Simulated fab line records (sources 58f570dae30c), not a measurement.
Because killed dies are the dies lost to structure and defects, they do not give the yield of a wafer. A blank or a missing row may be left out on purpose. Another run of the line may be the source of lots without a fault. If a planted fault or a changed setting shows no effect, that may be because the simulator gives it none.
Split-lot study	flow berkeleyCmos170	23 wafers read from 5 lots, route of 331 steps

== ON THE SPLIT ==
At UCB170_PLDD_EXPOSE_03 (exposes mask PSELECT, target cd 1200 nm), the setting doseMj was moved away from the recipe's 30 on 7 of the 23 wafers read, by -4.3% to +6.8%. This setting was run at the recipe's value on the other wafers.

== FROM THE SPLIT TO THE READING: what the file shows between them, 2 steps ==
- UCB170_PLDD_PEB_04
- UCB170_PLDD_DEVELOP_05: develop time 45 s

== THE READING ==
At UCB170_PLDD_CD_MEAS_06: cdNm in nanometres, against a target cd of 1200 nm. On this fab line, fault-free wafers typically give 1200.4 nm with a standard deviation of 1.2 nm.

wafer	tool, chamber at the split	doseMj as run	against the recipe	cdNm, nm	against lot-mates on the recipe
L074.1	krfScanner-02, 0	28.71	-4.3%	1192.3	-8.3
L074.2	krfScanner-02, 0	30	recipe	1199.7	-
L074.3	krfScanner-02, 0	30	recipe	1200.9	-
L074.4	krfScanner-02, 0	30	recipe	1201.2	-
L074.5	krfScanner-02, 0	28.71	-4.3%	1191.5	-9.1
L075.1	krfScanner-01, 0	30	recipe	1201.3	-
L075.2	krfScanner-01, 0	30	recipe	1201.5	-
L075.3	krfScanner-01, 0	31.26	+4.2%	1208.5	+7.6
L075.5	krfScanner-01, 0	30	recipe	1200.0	-
L075.6	krfScanner-01, 0	31.26	+4.2%	1207.7	+6.8
L080.1	krfScanner-02, 0	30	recipe	1199.5	-
L080.3	krfScanner-02, 0	30	recipe	1202.2	-
L080.4	krfScanner-02, 0	30	recipe	1201.0	-
L081.1	krfScanner-02, 0	32.04	+6.8%	1212.7	+14.0
L081.2	krfScanner-02, 0	32.04	+6.8%	1212.3	+13.5
L081.4	krfScanner-02, 0	30	recipe	1199.1	-
L081.5	krfScanner-02, 0	32.04	+6.8%	1212.0	+13.2
L081.6	krfScanner-02, 0	30	recipe	1198.4	-
L085.1	krfScanner-01, 0	30	recipe	1200.8	-
L085.2	krfScanner-01, 0	30	recipe	1199.3	-
L085.3	krfScanner-01, 0	30	recipe	1200.5	-
L085.5	krfScanner-01, 0	30	recipe	1197.9	-
L085.6	krfScanner-01, 0	30	recipe	1200.0	-

FIT RESULTS
A straight line over all 23 wafers: cdNm changes by +1.83 nm for each +1% of doseMj; r = +0.98; the points scatter about the line by 1 nm.
The same after taking each lot's own level away (the mean of its wafers on the recipe; 23 wafers): +1.96 nm for each +1%; r = +0.99; scatter 0.85 nm.
The reading moves by 13 nm for the largest change in doseMj, on that fit.
Across the lots, their own levels run from 1198.75 to 1200.93 nm, a range of 1.8 times the standard deviation given above.
The two slopes agree, so the slope changes little with the lot-to-lot level.
Check: for one of the wafers moved furthest among these (+6.8%), held out of the fit, the line's prediction against its lot-mates is +13.1 nm. It came out at +14 nm against them.

== OTHER SPLITS APPLIED TO THESE WAFERS ==
Note: prior to the reading, these wafers also went through further splits. Each is held against what the fit with the lots' levels taken away leaves over:
other split on the same wafers	wafers away from the commonest value	r with cdNm (lot level and that fit taken away)
UCB170_START_OXIDATION_02 tempC	18	+0.23
UCB170_NWELL_CVD_04 nh3FlowSccm	15	+0.15
UCB170_PWELL_CVD_05 timeS	15	-0.17
UCB170_WELLDRIVE_OXIDATION_01 tempC	18	+0.05
UCB170_ACTIVE_STRIP_16 powerW	12	+0.10
UCB170_PFIELD_IMPLANT_07 energyKev	12	+0.16
UCB170_SCREENOX_OXIDATION_01 oxTimeS	15	+0.23
UCB170_PVT_COAT_01 resistThkNm	7	-0.07

== FILE'S OWN FIT ==
cdNm changes by +1.94 nm for each +1% of doseMj, r = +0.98.
